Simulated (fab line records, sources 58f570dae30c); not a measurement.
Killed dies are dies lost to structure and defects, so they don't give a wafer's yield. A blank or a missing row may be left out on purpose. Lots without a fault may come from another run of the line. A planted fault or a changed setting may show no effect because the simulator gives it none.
fab line records | flow berkeley_cmos170
record lots=14 wafers=42 last_day=12
route steps=331 shown PWELL@37 PSD@206 V2@292
lots that met no fault: from a run of the same line without faults
start_h: hours from the record's first day to the start of the lot's first wafer shown | wait_h: hours since the lot's step before | " the same as in the row above | L1.1+2: a row that stands for several wafers | - no value, or no start given | * or withheld: withheld | < > ~ a bound
route shown NAME@n: a module of which the file shows steps, and the number in the route of the first | usual: mean/standard deviation of fault-free wafers | same: alike in all rows | chamber/n: place in a boat | sites: the reading at each site | _std_site: their standard deviation | _edge_site: outer sites' mean less inner sites' | radius_mm: how far each site lies from the wafer's centre | mask NAME#n: copy n | behind: the tool/chamber that last shaped the wafer | hold: why the lot was held/for how many hours/how that ended | device: the transistor (n, p or np) that didn't switch | end of line: the same wafers' tests at the end of the route | a step without rows: its recipe alone | killed: dies lost to structure and defects at the first sort, not the wafer's yield | map: a wafer's dies, x killed, . not, _ none there
set.NAME: the setting as run; set.NAME@STEP: as run at that earlier step | model.NAME: the simulator's own value behind a step, which no gauge read
steps of the route over a sample of lots; a table a step, a row a wafer
services: from which hour (start_h, from the record's first day; less than 0 if before it) a tool's chamber was out of use, for how many hours, and why
## steps
# step UCB170_PWELL_THK_MEAS_03
# recipe reads=SiO2_of_PWELL_OXIDATION_02
# usual PWELL_OXIDE_THK=26.6/0.55
# columns lot.wafer tool chamber start_h wait_h PWELL_OXIDE_THK[nm]
L356.1 film_metro-01 - 44.00 0.0 25.9
L356.3 " - " " 26.6
L356.5 " - " " 26.0
L358.3 film_metro-01 - 56.24 0.0 27.2
L358.4 " - " " 27.5
L358.6 " - " " 26.9
L360.1 film_metro-04 - 76.40 0.0 26.9
L360.4 " - " " 27.4
L360.6 " - " " 27.4
L361.2 film_metro-01 - 76.41 0.0 26.9
L361.4 " - " " 27.4
L361.5 " - " " 26.8
L364.1 film_metro-03 - 86.94 0.0 27.2
L364.3 " - " " 27.0
L364.6 " - " " 27.1
L365.2 film_metro-03 - 92.34 0.0 26.8
L365.4 " - " " 27.0
L365.5 " - " " 27.0
L369.2 film_metro-03 - 110.79 0.0 25.9
L369.3 " - " " 25.9
L369.5 " - " " 26.0
L370.1 film_metro-03 - 110.84 0.1 26.6
L370.2 " - " " 25.9
L370.6 " - " " 26.2
L375.1 film_metro-04 - 134.66 0.0 26.1
L375.2 " - " " 26.2
L375.3 " - " " 26.3
L373.2 film_metro-03 - 134.67 0.0 26.4
L373.4 " - " " 26.3
L373.6 " - " " 26.3
L374.1 film_metro-03 - 134.72 0.1 25.9
L374.2 " - " " 26.2
L374.5 " - " " 26.1
L377.1 film_metro-01 - 146.81 0.0 26.3
L377.2 " - " " 26.5
L377.4 " - " " 26.5
L378.1 film_metro-03 - 146.81 0.0 26.5
L378.3 " - " " 26.7
L378.5 " - " " 25.9
L379.1 film_metro-03 - 154.72 0.0 26.0
L379.3 " - " " 26.1
L379.5 " - " " 25.8
# step UCB170_PWELL_DEVELOP_12
# recipe developer=TMAH develop_time_s=45 resist=KrF dev_temp_c=21
# usual chill_plate_temp_C=22.98/0.11 develop_time_s=45/0
# columns lot.wafer tool chamber start_h wait_h chill_plate_temp_C develop_time_s
L356.1 litho_track-04 0 52 - 22.96 45
L356.3 " 0 " " 22.94 45
L356.5 " 0 " " 22.96 45
L358.3 litho_track-02 0 64 - 23.07 45
L358.4 " 0 " " 23.24 45
L358.6 " 0 " " 23.19 45
L360.1 litho_track-01 0 85 - 23.01 45
L360.4 " 0 " " 22.99 45
L360.6 " 0 " " 22.99 45
L361.2 litho_track-02 0 86 - 23.06 45
L361.4 " 0 " " 23.14 45
L361.5 " 0 " " 23.04 45
L364.1 litho_track-04 0 93 - 22.95 45
L364.3 " 0 " " 23.13 45
L364.6 " 0 94 - 22.96 45
L365.2 litho_track-02 0 101 - 22.82 45
L365.4 " 0 " " 22.84 45
L365.5 " 0 " " 22.99 45
L370.1 litho_track-02 - 119 - - -
L370.2 " - " " - -
L370.6 " - " " - -
L369.2 litho_track-01 - 119 - - -
L369.3 " - " " - -
L369.5 " - " " - -
L373.2 litho_track-04 0 142 - 22.96 45
L373.4 " 0 " " 22.98 45
L373.6 " 0 " " 22.88 45
L374.1 litho_track-02 0 142 - 23.06 45
L374.2 " 0 " " 22.73 45
L374.5 " 0 " " 22.91 45
L375.1 litho_track-01 0 142 - 23.02 45
L375.2 " 0 " " 23.02 45
L375.3 " 0 " " 22.89 45
L377.1 litho_track-04 0 154 - 23.02 45
L377.2 " 0 " " 23.05 45
L377.4 " 0 " " 23.00 45
L378.1 litho_track-04 0 155 - 23.03 45
L378.3 " 0 " " 22.90 45
L378.5 " 0 " " 22.84 45
L379.1 litho_track-04 0 162 - 22.89 45
L379.3 " 0 " " 22.96 45
L379.5 " 0 " " 22.93 45
# step UCB170_SDANNEAL_RS_MEAS_02
# recipe thk_meas_gauge=four-point-probe
# usual PSD_RS=75.7/0.31
# columns lot.wafer tool chamber start_h wait_h PSD_RS[ohm/sq]
L356.1 film_metro-04 - 153.27 0.0 75.1
L356.3 " - " " 75.1
L356.5 " - " " 75.5
L358.3 film_metro-02 - 163.31 0.1 75.8
L358.4 " - " " 75.4
L358.6 " - " " 75.3
L361.2 film_metro-02 - 181.57 0.1 75.7
L361.4 " - " " 75.5
L361.5 " - " " 75.6
L360.1 film_metro-04 - 182.39 0.0 75.5
L360.4 " - " " 75.6
L360.6 " - " " 75.3
L364.1 film_metro-04 - 192.39 0.0 75.5
L364.3 " - " " 75.5
L364.6 " - " " 75.4
L365.2 film_metro-02 - 192.59 0.1 75.4
L365.4 " - " " 75.7
L365.5 " - " " 75.2
L373.2 film_metro-03 - 243.56 0.1 75.6
L373.4 " - " " 75.9
L373.6 " - " " 75.7
L374.1 film_metro-03 - 244.32 0.0 75.3
L374.2 " - " " 75.8
L374.5 " - " " 75.4
L375.1 film_metro-02 - 244.36 0.0 76.0
L375.2 " - " " 75.7
L375.3 " - " " 75.7
L377.1 film_metro-03 - 257.36 0.0 76.0
L377.2 " - " " 76.1
L377.4 " - " " 75.9
L378.1 film_metro-02 - 257.63 0.0 75.4
L378.3 " - " " 75.8
L378.5 " - " " 75.3
L379.1 film_metro-04 - 264.34 0.0 75.6
L379.3 " - " " 75.5
L379.5 " - " " 75.3
# step UCB170_V2_CVD_00
# recipe material=SiO2 target_thk_nm=2000 temp_c=390 precursor=TEOS/O2 time_s=250 rf_w=550 pressure_mtorr=9000
# usual heater_power_w=264/52
# columns lot.wafer tool chamber start_h wait_h heater_power_w
L356.1 pecvd-01 1 169.74 0.1 309
L356.3 " 2 " " 280
L356.5 " 1 " " 220
L358.3 pecvd-01 0 179.73 0.1 272
L358.4 " 1 " " 314
L358.6 " 0 " " 337
L361.2 pecvd-02 2 196.78 0.1 253
L361.4 " 1 " " 299
L361.5 " 2 " " 185
L360.1 pecvd-04 2 198.33 0.1 225
L360.4 " 1 " " 251
L360.6 " 2 " " 174
L365.2 pecvd-02 0 210.92 0.1 249
L365.4 " 1 " " 287
L365.5 " 2 " " 270
L364.1 pecvd-04 2 211.19 0.1 219
L364.3 " 0 " " 276
L364.6 " 2 " " 264
L373.2 pecvd-02 0 259.34 0.1 246
L373.4 " 2 " " 190
L373.6 " 1 " " 292
L374.1 pecvd-01 0 260.35 0.1 351
L374.2 " 2 " " 241
L374.5 " 2 " " 194
L375.1 pecvd-02 2 260.47 0.1 267
L375.2 " 1 " " 371
L375.3 " 0 " " 265
L377.1 pecvd-01 0 272.75 0.1 328
L377.2 " 1 " " 272
L377.4 " 0 " " 251
L378.1 pecvd-01 2 273.87 0.1 268
L378.3 " 1 " " 280
L378.5 " 0 " " 241
L379.1 pecvd-04 0 281.55 0.1 260
L379.3 " 2 " " 189
L379.5 " 1 " " 247
## services
# columns tool chamber start_h hours kind
pecvd-01 - 39.27 1.6 repair
pecvd-01 - 63.06 1.3 repair
pecvd-02 - 135.50 14.0 pm
pecvd-02 0 135.50 14.0 vent_cycle
pecvd-02 1 135.50 14.0 vent_cycle
pecvd-02 2 135.50 14.0 vent_cycle
pecvd-02 0 149.50 - clean
pecvd-02 1 149.50 - clean
pecvd-02 2 149.50 - clean
pecvd-04 2 172.93 11.8 repair
pecvd-04 - 238.38 2.9 repair
pecvd-04 - 244.92 28.3 repair
## key
first_sign step=UCB170_PWELL_DEVELOP_12 reading=tool_record direction=missing
effect none on later readings
met_at UCB170_PWELL_DEVELOP_12
struck_lots L369,L370
later_rows_left_out L369.2,L369.3,L369.5,L370.1,L370.2,L370.6
sort_left_out L369.2,L369.3,L369.5,L370.1,L370.2,L370.6
tester_left_out L369,L370
not_acting_at UCB170_PWELL_THK_MEAS_03,UCB170_SDANNEAL_RS_MEAS_02,UCB170_V2_CVD_00
fault kind=skipped_step_whole tool=litho_track-01,litho_track-02 chamber=- onset_h=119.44 steps=UCB170_PWELL_DEVELOP_12 scope=struck_lots_only
# tester_left_out: of these lots the tester's yield and bins aren't shown, on N5 and GAA mostly nor the transistor test; their killed dies are dies lost to structure and defects alone, not to doping, threshold or leakage, so they don't give the yield
# sort_left_out: the simulated sort isn't trusted on such a fault, so these wafers' sort isn't shown, and their yield isn't known
# later_rows_left_out: the simulator's readings of these wafers behind a module that went badly wrong aren't trusted and aren't shown, but for the sort
